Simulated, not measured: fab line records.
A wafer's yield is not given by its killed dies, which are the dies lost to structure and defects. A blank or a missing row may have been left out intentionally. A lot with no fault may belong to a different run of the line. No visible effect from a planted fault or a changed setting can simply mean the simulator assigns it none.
One fault through the eyes of 2 desks | flow berkeley cmos170 | what lay behind the numbers comes last; until then each desk has only its own

## AT THE TOOL OWNER'S DESK: pecvd-04
The tool's own readings at UCB170_V1_CVD_00 (deposits SiO2 from TEOS/O2, target thk 2000 nm, time 250 s): means of the sampled wafers that have a number, for each lot that ran on this tool. If a lot's mean is further than 4 standard deviations from the usual mean, the lot is out of limits and carries the mark OUT (the distance appears in the brackets).
Columns: A = heater power w at UCB170_V1_CVD_00, usual 230 W; B = run length s at UCB170_V1_CVD_00, usual 277.9 s
lot  | first seen here | A   | B
L200 | day 7 19:55     | 246 | 277.1
L206 | day 8 20:03     | 181 | 237.6 (-60) OUT
L205 | day 8 20:13     | 199 | 237.8 (-60) OUT
L207 | day 9 16:21     | 205 | 237.8 (-60) OUT
This desk's verdict: out of limits on L205, L206, L207, starting with L206 at day 8 20:03 (run length s at UCB170_V1_CVD_00). In limits: L200.

## METROLOGY DESK
What the gauges read for every lot (on any tool): the sampled wafers with a number, averaged. If a lot's mean is further than 4 standard deviations from the usual mean, the lot is out of limits and carries the mark OUT (the distance appears in the brackets).
Columns: A = NSD_TW at UCB170_NSD_TW_MEAS_10, usual 4208; B = V1_TEOS_THK at UCB170_V1_THK_MEAS_01, usual 2003 nm; C = V1_OVL at UCB170_V1_OVL_MEAS_13, usual -1 nm
lot  | first seen here | A    | B              | C
L199 | day 7 05:53     | 4217 | 1989           | -1
L202 | day 7 06:07     | 4231 | 1978           | 3
L200 | day 7 06:10     | 4207 | 2000           | 5
L198 | day 7 06:20     | 4193 | 2015           | -10
L205 | day 8 06:06     | 4188 | 1715 (-13) OUT | 6
L206 | day 8 06:14     | 4264 | 1687 (-14) OUT | -5
L207 | day 9 02:39     | 4209 | 1688 (-14) OUT | -1
L208 | day 9 02:53     | 4214 | 1988           | -2
L212 | day 9 19:55     | 4217 | 2028           | -4
L211 | day 9 20:41     | 4223 | 2008           | -4
L213 | day 9 20:55     | 4186 | 1999           | -1
L215 | day 10 08:03    | 4193 | 2004           | -4
L217 | day 10 14:44    | 4189 | 2024           | 1
L218 | day 10 15:12    | 4209 | 2038           | -4
L220 | day 11 08:22    | 4191 | 1984           | -7
This desk finds L205, L206, L207 out of limits, with the earliest case on L206 at day 8 20:13 (V1_TEOS_THK at UCB170_V1_THK_MEAS_01). In limits: L199, L202, L200, L198, L208, L212, L211, L213, L215, L217, L218, L220.

## BROUGHT TOGETHER
The tool owner's desk could have raised an alarm at day 8 20:03, on L205, L206, L207.
At day 8 20:13 the metrology desk could have sounded an alarm, on L205, L206, L207.
Every lot named ran UCB170_V1_CVD_00 on pecvd-04.

## WHAT THE SIMULATOR HAD INSERTED
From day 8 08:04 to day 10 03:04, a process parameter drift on pecvd-04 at UCB170_V1_CVD_00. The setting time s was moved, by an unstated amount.
Lots struck among those shown: L205, L206, L207.
Fault start to first reading out of limits, in hours, per desk: tool owner, 12; metrology, 12.
